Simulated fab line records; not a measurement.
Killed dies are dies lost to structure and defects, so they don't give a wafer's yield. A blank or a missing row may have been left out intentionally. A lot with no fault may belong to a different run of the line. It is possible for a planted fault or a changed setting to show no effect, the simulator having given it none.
Struck lot and sound lot, side by side | flow rit cmos | 35 out of 202 route steps
Sound: the wafers L679.2, L679.3, L679.4. Struck: wafers L690.1, L690.4, L690.6. The cause is named last.
Each step with rows lists, per side, the tool, then ch with its chambers, then its first start. Under that, the readings that differ: sound wafers | struck wafers | difference of the means | sigmas: that difference in standard deviations of wafers without a fault.
alike: words and numbers the same on both sides, and readings whose means are apart by under 2 such deviations; not compared: readings that were withheld, readings missing a value for some wafer, numbers with overlapping values and no deviation given by the record, and bounds like >300 which may hide the same value.
Wherever a step has rows on one side only, a row that says differs or no value, or a row with sigmas, the two part there. When numbers do not overlap yet have no deviation, they are printed without sigmas and do not part them. Lack of a reading on every wafer of one side parts them only where that side has two or more wafers.

first, 1 step without rows for these wafers: RIT_NRETRO_IMPLANT_08.
RIT_NRETRO_STRIP_09: strips in O2, time 180 s.
  sound on plasma asher-01 ch 0,1, day 2 21:26; struck on plasma asher-01 ch 0,1, day 5 05:22
  alike: drypump motor current A, run length s
  not compared: rf hours counter h
RIT_NRETRO_TW_MEAS_10:
  sound on film metro-03 at day 2 21:37; struck on film metro-03 at day 5 05:32
  reading   | sound          | struck         | difference | sigmas
  NRETRO_TW | 1058 1062 1063 | 1053 1047 1050 | -11        | -2
then, 6 steps without rows for these wafers: RIT_PRETRO_HMDS_00 (prime time 60 s); RIT_PRETRO_COAT_01 (resist thk 1300 nm); RIT_PRETRO_SOFTBAKE_02 (time 60 s); RIT_PRETRO_EXPOSE_03 (exposes mask M5, target cd 43700 nm); RIT_PRETRO_PEB_04; RIT_PRETRO_DEVELOP_05 (develop time 68 s).
RIT_PRETRO_OVL_MEAS_06:
  sound on overlay-02 at day 2 22:33; struck on overlay-01 at day 5 06:29
  alike: PRETRO_OVL
then, 2 steps without rows for these wafers: RIT_PRETRO_HARDBAKE_07 (time 120 s); RIT_PRETRO_IMPLANT_08.
RIT_PRETRO_STRIP_09: strips in O2, time 180 s.
  sound on plasma asher-01 ch 0,1, day 2 22:59; struck on plasma asher-01 ch 0,1, day 5 06:55
  reading                                     | sound             | struck            | difference | sigmas
  run length s (s)                            | 207.2 208.8 207.3 | 27.3 27.3 28.0    | -180.2     | -99 or more
  model.NOVOLAK_of_PRETRO_COAT_01.thk nm (nm) | 0 0 0             | 676.8 677.2 676.8 | +676.9     |
  alike: drypump motor current A
  not compared: rf hours counter h
RIT_PRETRO_TW_MEAS_10:
  sound on film metro-04 at day 2 23:10; struck on film metro-04 at day 5 07:05
  alike: PRETRO_TW
then, 5 steps without rows for these wafers: RIT_GATE_WET_ETCH_00 (etches SiO2 in BOE, target depth 56 nm, time 60 s); RIT_GATE_CLEAN_01 (cleans in SC1, time 600 s); RIT_GATE_CLEAN_02 (cleans in dHF, time 30 s); RIT_GATE_CLEAN_03 (cleans in SC2, time 600 s); RIT_GATE_CLEAN_04 (cleans in dHF, time 60 s).
RIT_FOX2_THK_MEAS_91:
  sound on film metro-01 at day 2 23:52; struck on film metro-01 at day 5 07:34
  alike: FIELD_OXIDE_LEFT_2_THK
then, 9 steps without rows for these wafers: RIT_GATE_OXIDATION_05 (target thk 3 nm, ox time 270 s); RIT_GATE_ANNEAL_06 (time 600 s); RIT_GATE_CVD_08 (deposits poly-Si from SiH4, target thk 250 nm, time 2220 s); RIT_GATE_HMDS_10 (prime time 60 s); RIT_GATE_COAT_11 (resist thk 850 nm); RIT_GATE_SOFTBAKE_12 (time 60 s); RIT_GATE_EXPOSE_13 (exposes mask M6, target cd 150 nm); RIT_GATE_PEB_14; RIT_GATE_DEVELOP_15 (develop time 50 s).
RIT_GATE_CD_MEAS_16 targets a cd of 150 nm.
  sound on cd sem-01 at day 3 09:45; struck on cd sem-01 at day 5 13:23
  alike: cd nm
RIT_GATE_OVL_MEAS_17:
  sound on overlay-02 at day 3 09:51; struck on overlay-02 at day 5 13:30
  alike: GATE_OVL
then, 1 step without rows for these wafers: RIT_GATE_HARDBAKE_18 (time 60 s).
RIT_GATE_ETCH_19: etches poly-Si in SF6/CHF3/O2, stops on SiO2, time 165 s, target depth 312.5 nm.
  sound on rie si-02 ch 0,2,3, day 3 10:02; struck on rie si-01 ch 0,3, day 5 13:41
  reading               | sound             | struck            | difference | sigmas
  O2_flow_sccm (sccm)   | 4.979 5.040 5.011 | 4.969 4.985 4.954 | -0.041     | -3
  model.GATE.cd nm (nm) | 151.1 149 150.8   | 155.4 154.5 153.3 | +4.1       |
  alike: CHF3_flow_sccm, drypump motor current A, he backside leak sccm, oes product au, throttle valve pct
  not compared: rf hours counter h
RIT_GATE_STRIP_20: strips in O2, time 180 s.
  sound on plasma asher-04 ch 0,1, day 3 10:08; struck on plasma asher-04 ch 0,1, day 5 13:47
  alike: drypump motor current A, run length s
  not compared: rf hours counter h
RIT_M1_PROBE_99:
  sound on prober-01 at day 4 06:28; struck on prober-02 at day 6 11:04
  reading             | sound | struck      | difference | sigmas
  killed_at_M0_to_M3  | 0 1 0 | 0 0 0       | +0         | -3
  killed at front end | 7 8 6 | 264 264 264 | +257       | +92
  killed dies         | 7 9 6 | 264 264 264 | +257       | +92
  killed on rim       | 1 2 1 | 70 70 70    | +69        | +53
  alike: killed at contacts, killed open, killed short

## WHERE THEY PART
Earliest at RIT_NRETRO_TW_MEAS_10; latest, in this record, at RIT_M1_PROBE_99.

WHY: whatever the simulator had introduced
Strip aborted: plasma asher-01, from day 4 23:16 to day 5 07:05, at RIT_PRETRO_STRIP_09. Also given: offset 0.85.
